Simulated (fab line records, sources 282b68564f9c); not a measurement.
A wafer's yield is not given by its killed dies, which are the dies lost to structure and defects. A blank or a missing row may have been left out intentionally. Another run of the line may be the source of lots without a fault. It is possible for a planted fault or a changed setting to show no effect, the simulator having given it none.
The same fault as seen by 2 desks + flow rit-cmos + numbers are kept per desk, each desk with only its own; the story behind them comes last

== AT THE METROLOGY DESK ==
What the gauges read for every lot (on any tool): the sampled wafers with a number, averaged. Any lot whose mean is over 4 standard deviations away from the usual mean is out of limits and marked OUT; that distance is given in the brackets.
Columns: A = PSD_TW at RIT_PSD_TW_MEAS_10, usual 3417; B = PSD_RS at RIT_SDANNEAL_RS_MEAS_04, usual 115.6 ohm/sq
| lot  | first seen here | A               | B               |
|------|-----------------|-----------------|-----------------|
| L718 | day 3 05:20     | 3420            | 115.6           |
| L719 | day 3 07:49     | 3416            | 115.7           |
| L720 | day 3 17:17     | 3413            | 115.2           |
| L722 | day 3 23:55     | 3403            | 115.5           |
| L723 | day 4 04:04     | 3420            | 115.7           |
| L724 | day 4 08:19     | 3422            | 115.6           |
| L725 | day 4 12:37     | 3576 (+8.0) OUT | 104.1 (-36) OUT |
| L727 | day 5 05:00     | 3607 (+9.5) OUT | 104.1 (-36) OUT |
| L734 | day 6 12:52     | 3436            | 115.6           |
| L735 | day 6 16:02     | 3426            | 115.3           |
| L738 | day 7 10:10     | 3398            | 115.9           |
| L739 | day 7 11:46     | 3451            | 115.4           |
| L740 | day 7 21:45     | 3387            | 115.4           |
| L741 | day 8 02:14     | 3397            | 115.8           |
Finding of this desk: L725, L727 out of limits, first seen on L725 at day 4 12:37 (PSD_TW at RIT_PSD_TW_MEAS_10). L718, L719, L720, L722, L723, L724, L734, L735, L738, L739, L740, L741 stayed within limits.

== FOR THE TOOL OWNER'S DESK: implanter-04 ==
RIT_PSD_IMPLANT_08, tool's own readings: per-lot mean of the sampled wafers with a number, covering each lot this tool ran. Any lot whose mean is over 4 standard deviations away from the usual mean is out of limits and marked OUT; that distance is given in the brackets.
Columns: A = beam-energy-keV at RIT_PSD_IMPLANT_08, usual 27.002
| lot  | first seen here | A                        |
|------|-----------------|--------------------------|
| L720 | day 3 16:58     | 26.990                   |
| L722 | day 3 23:35     | 27.005                   |
| L723 | day 4 03:44     | 27.012                   |
| L725 | day 4 12:17     | 32.933 (+99 or more) OUT |
| L727 | day 5 04:41     | 32.936 (+99 or more) OUT |
| L738 | day 7 09:51     | 26.995                   |
| L739 | day 7 11:26     | 26.992                   |
This desk finds L725, L727 out of limits, L725 being first, at day 4 12:17 (beam-energy-keV at RIT_PSD_IMPLANT_08). L720, L722, L723, L738, L739 stayed within limits.

== BROUGHT TOGETHER ==
The tool owner's desk could have raised an alarm at day 4 12:17, on L725, L727.
Metrology desk: alarm possible at day 4 12:37 on L725, L727.
Every lot named ran RIT_PSD_IMPLANT_08 on implanter-04.

== WHAT THE SIMULATOR HAD INSERTED ==
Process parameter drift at RIT_PSD_IMPLANT_08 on implanter-04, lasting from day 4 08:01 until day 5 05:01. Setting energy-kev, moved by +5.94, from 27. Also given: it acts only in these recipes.
Lots struck among those shown: L725, L727.
Delay (hours) between the fault's onset and each desk's first out-of-limits reading: 4 at the tool owner's desk, 5 at the metrology desk.
